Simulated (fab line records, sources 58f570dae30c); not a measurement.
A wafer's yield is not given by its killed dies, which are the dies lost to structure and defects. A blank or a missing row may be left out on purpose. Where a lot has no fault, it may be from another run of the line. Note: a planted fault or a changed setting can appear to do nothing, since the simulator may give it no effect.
Matching of chambers || flow berkeleyCmos170 || UCB170_V1_CMP_02 on cmp-01: 4 sister chambers
The step polishes SiO2. 4 wafers are shown with their chamber, then 9 later ones without.

## WAFERS, EACH WITH ITS CHAMBER
{"wafer": "L774.4", "chamber": 2, "motorCurrentA (A)": 15.0}
{"wafer": "L779.1", "chamber": 0, "motorCurrentA (A)": 17.0}
{"wafer": "L779.3", "chamber": 1, "motorCurrentA (A)": 15.6}
{"wafer": "L779.4", "chamber": 3, "motorCurrentA (A)": 15.5}

## WAFERS WITH NO CHAMBER GIVEN
{"wafer": "L777.2", "motorCurrentA (A)": 15.4}
{"wafer": "L777.3", "motorCurrentA (A)": 15.7}
{"wafer": "L777.4", "motorCurrentA (A)": 16.4}
{"wafer": "L781.2", "motorCurrentA (A)": 16.8}
{"wafer": "L781.4", "motorCurrentA (A)": 14.1}
{"wafer": "L781.5", "motorCurrentA (A)": 14.8}
{"wafer": "L787.2", "motorCurrentA (A)": 15.0}
{"wafer": "L787.3", "motorCurrentA (A)": 15.5}
{"wafer": "L787.6", "motorCurrentA (A)": 16.1}

## WHICH CHAMBER EACH ONE RAN IN
{"wafer": "L777.2", "from the rows above": "can't be placed: 3 or 1 or 2", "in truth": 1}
{"wafer": "L777.3", "from the rows above": "can't be placed: 1 or 3 or 2", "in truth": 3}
{"wafer": "L777.4", "from the rows above": "can't be placed: 0 or 1 or 3 or 2", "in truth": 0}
{"wafer": "L781.2", "from the rows above": 0, "in truth": 0}
{"wafer": "L781.4", "from the rows above": "can't be placed: 2 or 3 or 1", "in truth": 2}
{"wafer": "L781.5", "from the rows above": "can't be placed: 2 or 3 or 1", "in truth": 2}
{"wafer": "L787.2", "from the rows above": "can't be placed: 2 or 3 or 1", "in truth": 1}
{"wafer": "L787.3", "from the rows above": "can't be placed: 3 or 1 or 2", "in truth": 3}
{"wafer": "L787.6", "from the rows above": "can't be placed: 1 or 3 or 0 or 2", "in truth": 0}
Correct placement for 1 of the 9. These rows do not allow placing 8 (true chamber among the candidates in 8). 0 placed wrongly.
How it was worked out, from the rows above alone: a wafer's distance from a chamber is the root of the sum, over the readings, of the square of ((its reading less the chamber's mean) divided by the reading's scatter). The wafer belongs to the nearest chamber; if the next one is less than 2 further off, it can't be placed. A chamber's mean is the mean of its shown wafers. The scatter: with one shown wafer a chamber, the root of the mean of the squares of how far each hidden wafer lies from its nearest shown one.
